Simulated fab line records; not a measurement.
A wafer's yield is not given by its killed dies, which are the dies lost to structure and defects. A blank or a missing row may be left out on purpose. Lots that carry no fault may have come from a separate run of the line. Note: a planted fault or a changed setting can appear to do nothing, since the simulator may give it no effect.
What tool caused it? || flow berkeley_cmos170 || 13 lots, 39 wafers sampled, at 2 steps of a route of 331

== WHAT THE GAUGES READ, wafer by wafer ==
The record holds no reading of a measuring or inspecting step that can be judged against a usual standard deviation.

== TOOL THAT RAN EACH LOT (tool first, then ch and the chambers of the sampled wafers, then the start) ==
{"lot": "L560", "UCB170_ACTIVE_ETCH_15": "rie_diel-03 ch 0,1,3, day 4 18:37", "UCB170_ACTIVE_STRIP_16": "plasma_asher-02 ch 1, day 4 18:43"}
{"lot": "L563", "UCB170_ACTIVE_ETCH_15": "rie_diel-04 ch 0,1, day 5 06:02", "UCB170_ACTIVE_STRIP_16": "plasma_asher-01 ch 0,1, day 5 06:10"}
{"lot": "L561", "UCB170_ACTIVE_ETCH_15": "rie_diel-01 ch 0,2,3, day 5 06:17", "UCB170_ACTIVE_STRIP_16": "plasma_asher-02 ch 0,1, day 5 06:23"}
{"lot": "L562", "UCB170_ACTIVE_ETCH_15": "rie_diel-03 ch 2,3, day 5 06:24", "UCB170_ACTIVE_STRIP_16": "plasma_asher-04 ch 0,1, day 5 06:30"}
{"lot": "L564", "UCB170_ACTIVE_ETCH_15": "rie_diel-04 ch 0,3, day 5 16:09", "UCB170_ACTIVE_STRIP_16": "plasma_asher-01 ch 0,1, day 5 16:16"}
{"lot": "L566", "UCB170_ACTIVE_ETCH_15": "rie_diel-01 ch 1,2,3, day 6 04:30", "UCB170_ACTIVE_STRIP_16": "plasma_asher-01 ch 0,1, day 6 04:36"}
{"lot": "L568", "UCB170_ACTIVE_ETCH_15": "rie_diel-01 ch 1,2, day 6 08:35", "UCB170_ACTIVE_STRIP_16": "plasma_asher-01 ch 0,1, day 6 08:41"}
{"lot": "L569", "UCB170_ACTIVE_ETCH_15": "rie_diel-04 ch 0,3, day 6 20:58", "UCB170_ACTIVE_STRIP_16": "plasma_asher-01 ch 0, day 6 21:04"}
{"lot": "L571", "UCB170_ACTIVE_ETCH_15": "rie_diel-04 ch 0,2, day 7 01:09", "UCB170_ACTIVE_STRIP_16": "plasma_asher-02 ch 0,1, day 7 01:15"}
{"lot": "L570", "UCB170_ACTIVE_ETCH_15": "rie_diel-01 ch 0,2,3, day 7 10:10", "UCB170_ACTIVE_STRIP_16": "plasma_asher-02 ch 0,1, day 7 10:16"}
{"lot": "L572", "UCB170_ACTIVE_ETCH_15": "rie_diel-01 ch 0,1,2, day 7 11:26", "UCB170_ACTIVE_STRIP_16": "plasma_asher-02 ch 0,1, day 7 11:32"}
{"lot": "L581", "UCB170_ACTIVE_ETCH_15": "rie_diel-01 ch 0,1, day 8 21:21", "UCB170_ACTIVE_STRIP_16": "plasma_asher-04 ch 0,1, day 8 21:27"}
{"lot": "L583", "UCB170_ACTIVE_ETCH_15": "rie_diel-04 ch 0,2,3, day 9 16:14", "UCB170_ACTIVE_STRIP_16": "plasma_asher-01 ch 0,1, day 9 16:20"}
- UCB170_ACTIVE_ETCH_15: etches Si3N4 in CH3F/Ar/O2, stops on SiO2, target depth 242 nm, time 151 s.
- UCB170_ACTIVE_STRIP_16: strips in O2.

== WHAT THE TOOLS THEMSELVES READ (means of the sampled wafers that have a number; where no wafer has one, the mark that the record gives instead) ==
UCB170_ACTIVE_ETCH_15.
{"lot": "L560", "tool": "rie_diel-03", "drypump_motor_current_A (A)": 5.4, "oes_product_au (a.u.)": 0.932, "throttle_valve_pct (%)": 7.98}
{"lot": "L563", "tool": "rie_diel-04", "drypump_motor_current_A (A)": 6.1, "oes_product_au (a.u.)": 0.954, "throttle_valve_pct (%)": 8.04}
{"lot": "L561", "tool": "rie_diel-01", "drypump_motor_current_A (A)": 5.9, "oes_product_au (a.u.)": 0.931, "throttle_valve_pct (%)": 8.07}
{"lot": "L562", "tool": "rie_diel-03", "drypump_motor_current_A (A)": 5.4, "oes_product_au (a.u.)": 0.959, "throttle_valve_pct (%)": 7.99}
{"lot": "L564", "tool": "rie_diel-04", "drypump_motor_current_A (A)": 5.7, "oes_product_au (a.u.)": 0.949, "throttle_valve_pct (%)": 8.00}
{"lot": "L566", "tool": "rie_diel-01", "drypump_motor_current_A (A)": 5.7, "oes_product_au (a.u.)": 0.930, "throttle_valve_pct (%)": 8.04}
{"lot": "L568", "tool": "rie_diel-01", "drypump_motor_current_A (A)": 5.9, "oes_product_au (a.u.)": 0.938, "throttle_valve_pct (%)": 8.07}
{"lot": "L569", "tool": "rie_diel-04", "drypump_motor_current_A (A)": 5.7, "oes_product_au (a.u.)": 0.950, "throttle_valve_pct (%)": 8.00}
{"lot": "L571", "tool": "rie_diel-04", "drypump_motor_current_A (A)": 6.3, "oes_product_au (a.u.)": 0.949, "throttle_valve_pct (%)": 7.96}
{"lot": "L570", "tool": "rie_diel-01", "drypump_motor_current_A (A)": 6.0, "oes_product_au (a.u.)": 0.930, "throttle_valve_pct (%)": 8.07}
{"lot": "L572", "tool": "rie_diel-01", "drypump_motor_current_A (A)": 6.2, "oes_product_au (a.u.)": 0.917, "throttle_valve_pct (%)": 8.05}
{"lot": "L581", "tool": "rie_diel-01", "drypump_motor_current_A (A)": 6.2, "oes_product_au (a.u.)": 0.912, "throttle_valve_pct (%)": 7.99}
{"lot": "L583", "tool": "rie_diel-04", "drypump_motor_current_A (A)": 5.9, "oes_product_au (a.u.)": 0.946, "throttle_valve_pct (%)": 8.00}

UCB170_ACTIVE_STRIP_16.
{"lot": "L560", "tool": "plasma_asher-02", "drypump_motor_current_A (A)": 5.4, "oes_product_au (a.u.)": 0.721, "strip_time_to_endpoint_s (s)": 18.11}
{"lot": "L563", "tool": "plasma_asher-01", "drypump_motor_current_A (A)": 6.4, "oes_product_au (a.u.)": 0.722, "strip_time_to_endpoint_s (s)": 18.08}
{"lot": "L561", "tool": "plasma_asher-02", "drypump_motor_current_A (A)": 5.3, "oes_product_au (a.u.)": 0.721, "strip_time_to_endpoint_s (s)": 18.03}
{"lot": "L562", "tool": "plasma_asher-04", "drypump_motor_current_A (A)": 5.9, "oes_product_au (a.u.)": 0.718, "strip_time_to_endpoint_s (s)": 18.05}
{"lot": "L564", "tool": "plasma_asher-01", "drypump_motor_current_A (A)": 6.4, "oes_product_au (a.u.)": 0.724, "strip_time_to_endpoint_s (s)": 18.04}
{"lot": "L566", "tool": "plasma_asher-01", "drypump_motor_current_A (A)": 6.4, "oes_product_au (a.u.)": 0.720, "strip_time_to_endpoint_s (s)": 18.01}
{"lot": "L568", "tool": "plasma_asher-01", "drypump_motor_current_A (A)": 6.4, "oes_product_au (a.u.)": 0.719, "strip_time_to_endpoint_s (s)": 18.22}
{"lot": "L569", "tool": "plasma_asher-01", "drypump_motor_current_A (A)": 6.3, "oes_product_au (a.u.)": 0.719, "strip_time_to_endpoint_s (s)": 17.99}
{"lot": "L571", "tool": "plasma_asher-02", "drypump_motor_current_A (A)": 5.3, "oes_product_au (a.u.)": 0.725, "strip_time_to_endpoint_s (s)": 18.02}
{"lot": "L570", "tool": "plasma_asher-02", "drypump_motor_current_A (A)": 5.3, "oes_product_au (a.u.)": 0.721, "strip_time_to_endpoint_s (s)": 17.99}
{"lot": "L572", "tool": "plasma_asher-02", "drypump_motor_current_A (A)": 5.3, "oes_product_au (a.u.)": 0.719, "strip_time_to_endpoint_s (s)": 18.00}
{"lot": "L581", "tool": "plasma_asher-04", "drypump_motor_current_A (A)": 5.9, "oes_product_au (a.u.)": 0.722, "strip_time_to_endpoint_s (s)": 16.81}
{"lot": "L583", "tool": "plasma_asher-01", "drypump_motor_current_A (A)": 6.4, "oes_product_au (a.u.)": 0.725, "strip_time_to_endpoint_s (s)": 18.08}

== THE ANSWER, worked out from the rows above alone ==
Rule: the lots themselves supply what counts as usual. Put in order of their means at a reading, lots are off if they are a third of the lots or fewer, leave a main group of 4 or more, and stand apart from it by a gap of 3 or more times the standard deviation of the main group's means; of several such gaps the widest counts. The tables above print the reading to a certain number of digits; a main group whose means all agree to those digits is not used. A lot without any number at a reading at which 4 lots or more have one is off too. The other lots that the step has rows for count as sound. After the gauges, taken in route order, come the tools' own readings; for these a lot's mean is taken, as printed above. At the first step where some lot is off, the reading lying furthest off is the one used; lots without a number count as furthest.
Off at UCB170_ACTIVE_STRIP_16 (strip_time_to_endpoint_s): L581. Mean 18.05 s and standard deviation 0.063 in the main group.
If a tool, at that step or one of the process steps before it, ran each lot that is off and ran no sound lot following the first of them, it fits. This does not decide it: 2 tools fit, namely rie_diel-01 at UCB170_ACTIVE_ETCH_15 and plasma_asher-04 at UCB170_ACTIVE_STRIP_16.

== WHAT HAD BEEN PUT IN BY THE SIMULATOR ==
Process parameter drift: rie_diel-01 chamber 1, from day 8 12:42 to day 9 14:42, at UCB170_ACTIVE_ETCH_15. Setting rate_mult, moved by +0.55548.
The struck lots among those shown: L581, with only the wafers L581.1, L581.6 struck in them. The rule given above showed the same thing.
